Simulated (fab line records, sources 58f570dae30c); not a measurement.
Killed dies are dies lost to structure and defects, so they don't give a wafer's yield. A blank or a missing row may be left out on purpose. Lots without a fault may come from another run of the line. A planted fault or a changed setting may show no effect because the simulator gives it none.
Which tool did it? | flow berkeley_cmos170 | 6 lots, 18 wafers sampled, at 3 steps of a route of 331

WHAT THE GAUGES READ, wafer by wafer
UCB170_NLDD_CD_MEAS_06: target cd 1200 nm.
lot  | measured     | on        | cd_nm (nm)
L495 | day 8 02:57  | cd_sem-02 | 1199.9 1199.8 1199.5
L499 | day 8 14:23  | cd_sem-02 | 1198.5 1197.0 1197.3
L501 | day 9 04:46  | cd_sem-02 | 1200.8 1201.0 1201.0
L503 | day 9 13:02  | cd_sem-01 | 1200.1 1199.6 1197.0
L507 | day 10 19:32 | cd_sem-01 | 1199.3 1197.2 1198.5
L513 | day 12 09:14 | cd_sem-01 | 1200.5 1198.5 1200.1

WHICH TOOL RAN EACH LOT (tool, then ch and the chambers of the sampled wafers, then the start)
lot  | UCB170_GATE_ETCH_15              | UCB170_NLDD_EXPOSE_03
L495 | rie_si-01 ch 0,1,2, day 7 23:27  | krf_scanner-01 ch 0, day 8 02:34
L499 | rie_si-02 ch 1,2,3, day 8 09:56  | krf_scanner-02 ch 0, day 8 13:20
L501 | rie_si-02 ch 1,2,3, day 9 00:26  | krf_scanner-01 ch 0, day 9 04:10
L503 | rie_si-02 ch 0,1, day 9 09:58    | krf_scanner-02 ch 0, day 9 12:39
L507 | rie_si-02 ch 0,1, day 10 14:23   | krf_scanner-02 ch 0, day 10 19:08
L513 | rie_si-01 ch 0,1,3, day 12 04:31 | krf_scanner-01 ch 0, day 12 08:23
- UCB170_GATE_ETCH_15: etches poly-Si in HBr/Cl2, stops on SiO2, time 56.3 s, target depth 278.2 nm.
- UCB170_NLDD_EXPOSE_03: exposes mask NSELECT, target cd 1200 nm.

THE ANSWER, worked out from the rows above alone
Rule: what is usual is taken from the lots themselves. Put in order of their means at a reading, lots are off if they are a third of the lots or fewer, leave a main group of 4 or more, and stand apart from it by a gap of 3 or more times the standard deviation of the main group's means; of several such gaps the widest counts. A main group whose means are all the same, to the digits that the tables above print for the reading, isn't used. A lot without any number at a reading at which 4 lots or more have one is off too. The other lots that the step has rows for count as sound.
No lot is off at any reading shown: from this, nothing can be told.

WHAT THE SIMULATOR HAD PUT IN
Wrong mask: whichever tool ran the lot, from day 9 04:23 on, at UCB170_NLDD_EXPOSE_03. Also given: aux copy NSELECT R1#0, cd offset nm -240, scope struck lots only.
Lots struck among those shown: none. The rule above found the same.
